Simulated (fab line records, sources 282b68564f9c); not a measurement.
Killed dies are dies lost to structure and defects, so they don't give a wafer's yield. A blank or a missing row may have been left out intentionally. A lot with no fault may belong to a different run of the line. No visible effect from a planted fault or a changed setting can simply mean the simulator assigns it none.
Struck lot and sound lot, side by side	flow rit_cmos	16 steps out of a route of 202
Sound: these wafers, L318.1, L318.4, L318.5. Wafers struck: L326.1, L326.2, L326.3. The cause comes at the end.
For every step that has rows: the tool of each side, followed by ch and its chambers, followed by its first start. Under that, the readings that differ: sound wafers	struck wafers	difference of the means	sigmas: that difference in standard deviations of wafers without a fault.
alike: readings whose means differ by less than 2 such deviations, and words and numbers that are the same on both sides. not compared: withheld readings, readings that some wafer has no value for, bounds like >300 that may hide the same value, and numbers for which the record gives no deviation and whose values overlap.
The two part at a step that has a row with sigmas, a row that says differs or no value, or rows on one side only. Numbers that have no deviation but don't overlap get no sigmas and don't part them. A reading that every wafer of one side lacks parts them only if that side has two wafers or more.

first, 4 steps without rows for these wafers: RIT_ACTIVE_SOFTBAKE_07 (time 60 s); RIT_ACTIVE_EXPOSE_08 (exposes mask M1, target cd 1400 nm); RIT_ACTIVE_PEB_09; RIT_ACTIVE_DEVELOP_10 (develop time 50 s).
RIT_ACTIVE_CD_MEAS_11 targets a cd of 1400 nm.
  struck on cd_sem-01, day 4 23:57; sound on cd_sem-02, day 3 08:10
  alike: cd_nm
then, 1 step without rows for these wafers: RIT_ACTIVE_HARDBAKE_12 (time 60 s).
RIT_ACTIVE_ETCH_13: etches Si3N4 in SF6, stops on SiO2, time 210 s, target depth 210 nm.
  sound on rie_diel-03 ch 0,1,2, day 3 08:40; struck on rie_diel-04 ch 0,2,3, day 5 00:23
  alike: drypump_motor_current_A, oes_product_au, throttle_valve_pct
  not compared: rf_hours_counter_h
RIT_ACTIVE_STRIP_14: strips in O2, time 180 s.
  sound on plasma_asher-02 ch 0,1, day 3 08:47; struck on plasma_asher-01 ch 0,1, day 5 00:31
  alike: drypump_motor_current_A
  not compared: rf_hours_counter_h
RIT_ACTIVE_CD_MEAS_90 targets a cd of 1400 nm.
  struck on cd_sem-01, day 5 00:41; sound on cd_sem-02, day 3 08:58
  alike: cd_nm
then, 3 steps without rows for these wafers: RIT_ACTIVE_CLEAN_15 (cleans in SC1, time 600 s); RIT_ACTIVE_CLEAN_16 (cleans in dHF, time 30 s); RIT_ACTIVE_CLEAN_17 (cleans in SC2, time 600 s).
RIT_FOX1_OXIDATION_00: target thk 350.7 nm, ox time 1130 s.
  sound on furnace-03 ch 0, day 3 09:34; struck on furnace-04 ch 0, day 5 01:18
reading	sound	struck	difference	sigmas
spike_tc_centre_C (C)	1102.8 1104.1 1103.9	1127.4 1131.2 1130.3	+26.0	+22
spike_tc_load_C (C)	1128.2 1128.3 1129.9	1150.3 1153.3 1153.5	+23.6	+13
spike_tc_source_C (C)	1120.0 1120.6 1120.6	1151.5 1152.8 1153.9	+32.3	+12
tube_center_temp_C (C)	1100.1 1100 1100.1	1125 1125 1125.2	+25	+99 or more
tube_center_temp_C_max	1103.4 1103.0 1102.9	1128.6 1127.5 1127.9	+24.9	+59
model.SiO2_of_FOX1_OXIDATION_00.thk_nm (nm)	353.1 354.8 355.1	386.2 392.3 381	+32.2	
RIT_FOX1_THK_MEAS_01:
  struck on film_metro-04, day 5 02:37; sound on film_metro-04, day 3 10:53
reading	sound	struck	difference	sigmas
FOX1_OXIDE_THK (nm)	353 355 355	386 392 381	+32	+5
then, 1 step without rows for these wafers: RIT_FOX1_WET_ETCH_02 (etches SiO2 in BOE, target depth 350 nm, time 390 s).
RIT_M1_PROBE_99:
  struck on prober-01, day 6 22:41; sound on prober-01, day 5 10:58
reading	sound	struck	difference	sigmas
model.etest.pldd.width_nm (nm)	3186 3170 3194	3165 3154 3155	-25	
model.etest.pplus_sal.width_nm (nm)	3428 3429 3461	3420 3418 3426	-18	
  alike: killed_at_contacts, killed_at_front_end, killed_dies, killed_open, killed_short
  not compared: model.etest.nldd.width_nm, model.etest.nplus_sal.width_nm, model.etest.poly_comb_over_steps.leak_log10_a_um

== WHERE THEY PART ==
Earliest at RIT_FOX1_OXIDATION_00; latest, in this record, at RIT_FOX1_THK_MEAS_01. Later steps at which nothing parts them and some readings are alike: RIT_M1_PROBE_99.

WHY: what had been put in by the simulator
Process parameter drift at RIT_FOX1_OXIDATION_00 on furnace-04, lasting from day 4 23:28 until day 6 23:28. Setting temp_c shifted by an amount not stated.
